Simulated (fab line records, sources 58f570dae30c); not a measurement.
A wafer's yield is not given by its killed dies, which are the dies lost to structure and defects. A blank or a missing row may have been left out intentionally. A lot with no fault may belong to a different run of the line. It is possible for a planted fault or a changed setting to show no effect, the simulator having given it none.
Struck lot and sound lot, side by side ; flow berkeley_cmos170 ; 31 out of 331 route steps
Sound: wafers L960.1, L960.3, L960.4. Struck: wafers L972.1, L972.3, L972.5. The cause is named last.
For every step that has rows: the tool of each side, followed by ch and its chambers, followed by its first start. Under that, the readings that differ: sound wafers ; struck wafers ; difference of the means ; sigmas: that difference in standard deviations of wafers without a fault.
alike: words and numbers the same on both sides, and readings whose means are apart by under 2 such deviations; not compared: readings that were withheld, readings missing a value for some wafer, numbers with overlapping values and no deviation given by the record, and bounds like >300 which may hide the same value.
The two part at a step that has a row with sigmas, a row that says differs or no value, or rows on one side only. When numbers do not overlap yet have no deviation, they are printed without sigmas and do not part them. A reading missing from all wafers of one side parts the sides only when that side holds two or more wafers.

first, 6 steps without rows for these wafers: UCB170_V1_HMDS_06 (prime time 60 s); UCB170_V1_COAT_07 (resist thk 900 nm); UCB170_V1_SOFTBAKE_08 (time 58.18 s); UCB170_V1_EXPOSE_09 (exposes mask VIA1, target cd 700 nm); UCB170_V1_PEB_10; UCB170_V1_DEVELOP_11 (develop time 45 s).
UCB170_V1_CD_MEAS_12 targets a cd of 700 nm.
  sound: cd_sem-01 at day 10 03:41; struck: cd_sem-01 at day 12 01:58
  alike: cd_nm
UCB170_V1_OVL_MEAS_13:
  sound: overlay-02 at day 10 03:48; struck: overlay-01 at day 12 02:05
  alike: V1_OVL
UCB170_V1_ETCH_14: etches SiO2 in CHF3/CF4/Ar, stops on Al, target depth 1250 nm, time 299.3 s.
  sound on rie_diel-04 ch 0,2,3, day 10 03:50; struck on rie_diel-02 ch 1,3, day 12 02:07
  alike: drypump_motor_current_A, mfc_ar_sccm, oes_product_au, throttle_valve_pct
  not compared: rf_hours_counter_h
UCB170_V1_STRIP_15: strips in O2.
  sound on plasma_asher-03 ch 0,1, day 10 04:01; struck on plasma_asher-02 ch 0,1, day 12 02:17
reading;sound;struck;difference;sigmas
oes_product_au (a.u.);0.723 0.727 0.729;0.715 0.719 0.716;-0.010;-2
  alike: drypump_motor_current_A, strip_time_to_endpoint_s
  not compared: rf_hours_counter_h
UCB170_V1_CD_MEAS_90 targets a cd of 700 nm.
  sound: cd_sem-02 at day 10 04:07; struck: cd_sem-01 at day 12 02:23
  alike: cd_nm
then, 1 step without rows for these wafers: UCB170_M2_PRE_CLEAN_00 (preclean etch time 60 s).
UCB170_M2_SPUTTER_01: material Al, target thk 900 nm, time 120 s.
  sound: pvd_sputter-03 at day 10 04:18; struck: pvd_sputter-02 at day 12 02:35
reading;sound;struck;difference;sigmas
model.Al_of_M2_SPUTTER_01.thk_nm (nm);893.1 882.8 891.7;1600 1567 1598;+699;
  alike: cathode_dc_power_W, throttle_valve_pct
UCB170_M2_RS_MEAS_02: uses a four-point probe to measure.
  sound: film_metro-02 at day 10 04:23; struck: film_metro-04 at day 12 02:40
reading;sound;struck;difference;sigmas
M2_AL_RS (ohm/sq);0.0325 0.0328 0.0324;0.0180 0.0184 0.0181;-0.0144;-31
UCB170_M2_THK_MEAS_03: measures by xrf.
  sound: film_metro-02 at day 10 04:30; struck: film_metro-04 at day 12 02:47
reading;sound;struck;difference;sigmas
M2_AL_THK (nm);910 905 914;1620 1597 1627;+705;+54
then, 3 steps without rows for these wafers: UCB170_M2_HMDS_04 (prime time 60 s); UCB170_M2_COAT_05 (resist thk 900 nm); UCB170_M2_SOFTBAKE_06 (time 60 s).
UCB170_M2_STRIP_07: strips in O2.
  sound on plasma_asher-01 ch 0,1, day 10 05:01; struck on plasma_asher-04 ch 0,1, day 12 03:17
  alike: drypump_motor_current_A, oes_product_au, strip_time_to_endpoint_s
  not compared: rf_hours_counter_h
then, 7 steps without rows for these wafers: UCB170_M2_STRIP_08 (strips KrF in DMSO, time 600 s); UCB170_M2_COAT_09; UCB170_M2_COAT_10 (resist thk 900 nm); UCB170_M2_SOFTBAKE_11 (time 60 s); UCB170_M2_EXPOSE_12 (exposes mask METAL2, target cd 700 nm); UCB170_M2_PEB_13; UCB170_M2_DEVELOP_14 (develop time 45 s).
UCB170_M2_CD_MEAS_15 targets a cd of 700 nm.
  sound: cd_sem-02 at day 10 06:53; struck: cd_sem-01 at day 12 04:25
reading;sound;struck;difference;sigmas
cd_nm (nm);700.2 701.6 702.8;699.1 698.3 699.2;-2.7;-2
UCB170_M2_OVL_MEAS_16:
  sound: overlay-02 at day 10 07:00; struck: overlay-02 at day 12 04:32
  alike: M2_OVL
UCB170_M2_ETCH_17: etches BARC in N2/H2.
  sound on rie_diel-03 ch 0,2,3, day 10 07:02; struck on rie_diel-04 ch 0,1,2, day 12 04:34
  alike: drypump_motor_current_A, oes_product_au, throttle_valve_pct
UCB170_M2_METAL_ETCH_18: etches Al in Cl2/BCl3, stops on SiO2, target depth 1170 nm, time 195 s.
  sound on rie_metal-03 ch 0,1, day 10 07:05; struck on rie_metal-03 ch 0,1, day 12 04:37
reading;sound;struck;difference;sigmas
oes_product_au (a.u.);0.875 0.861 0.854;1.042 1.027 1.030;+0.170;+12
  alike: drypump_motor_current_A, throttle_valve_pct
  not compared: rf_hours_counter_h
UCB170_M2_STRIP_19: strips in O2.
  sound on plasma_asher-02 ch 0,1, day 10 07:16; struck on plasma_asher-02 ch 0,1, day 12 04:48
  alike: drypump_motor_current_A, oes_product_au
  not compared: rf_hours_counter_h

WHERE THEY PART
Earliest at UCB170_V1_STRIP_15; latest, in this record, at UCB170_M2_METAL_ETCH_18. Later steps at which nothing parts them and some readings are alike: UCB170_M2_STRIP_19.

WHY: what had been put in by the simulator
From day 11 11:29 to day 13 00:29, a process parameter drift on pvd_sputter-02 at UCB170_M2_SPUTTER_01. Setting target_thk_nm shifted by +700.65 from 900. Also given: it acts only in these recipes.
